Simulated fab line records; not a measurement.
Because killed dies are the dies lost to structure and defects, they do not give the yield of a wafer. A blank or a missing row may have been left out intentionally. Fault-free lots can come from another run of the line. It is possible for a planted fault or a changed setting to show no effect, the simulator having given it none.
A struck lot beside a sound one / flow berkeley cmos170 / 14 steps out of a route of 331
Sound: wafers L870.2, L870.3, L870.4. Wafers struck: L884.1, L884.2, L884.3. Last of all comes the cause.
Order at every step that has rows: each side's tool, ch and its chambers, its first start. Under that, the readings that differ: sound wafers / struck wafers / difference of the means / sigmas: that difference in standard deviations of wafers without a fault.
alike: words and numbers the same on both sides, and readings whose means are apart by under 2 such deviations; not compared: readings that were withheld, readings missing a value for some wafer, numbers with overlapping values and no deviation given by the record, and bounds like >300 which may hide the same value.
The two part at a step that has a row with sigmas, a row that says differs or no value, or rows on one side only. Numbers that don't overlap but have no deviation are shown without sigmas and don't part them. A reading missing from all wafers of one side parts the sides only when that side holds two or more wafers.

first, 3 steps without rows for these wafers: UCB170_NVT_EXPOSE_03 (exposes mask PWELL, target cd 3000 nm); UCB170_NVT_PEB_04; UCB170_NVT_DEVELOP_05 (develop time 45 s).
UCB170_NVT_OVL_MEAS_06:
  sound on overlay-02, day 5 11:29; struck on overlay-02, day 8 18:21
  alike: NVT_OVL
following that, these wafers have no rows for 1 step: UCB170_NVT_IMPLANT_07.
UCB170_NVT_STRIP_08: strips in O2.
  sound on plasma asher-03 ch 0,1, day 5 11:40; struck on plasma asher-02 ch 0,1, day 8 18:32
  alike: drypump motor current A, o2 flow sccm, oes product au, strip time to endpoint s
  not compared: rf hours counter h
UCB170_NVT_TW_MEAS_09:
  sound on film metro-03, day 5 11:46; struck on film metro-01, day 8 18:38
  alike: NVT_TW
then, 5 steps without rows for these wafers: UCB170_NVT_CLEAN_10 (cleans in SPM, time 600 s); UCB170_PVT_HMDS_00 (prime time 60 s); UCB170_PVT_COAT_01 (resist thk 900 nm); UCB170_PVT_SOFTBAKE_02 (time 60 s); UCB170_PVT_EXPOSE_03 (exposes mask NWELL, target cd 3000 nm).
UCB170_PVT_PEB_04:
  sound on litho track-02 ch 0, day 5 14:52; struck on litho track-04, day 8 20:06
  no value came back on the struck wafers for chill plate temp C (C), exhaust pa (Pa); on the sound wafers chill plate temp C (C) reads 23.19 23.02 23.06
then, 1 step without rows for these wafers: UCB170_PVT_DEVELOP_05 (develop time 45 s).

== WHERE THEY PART ==
Only at UCB170_PVT_PEB_04, within this record.

WHY: what had been put in by the simulator
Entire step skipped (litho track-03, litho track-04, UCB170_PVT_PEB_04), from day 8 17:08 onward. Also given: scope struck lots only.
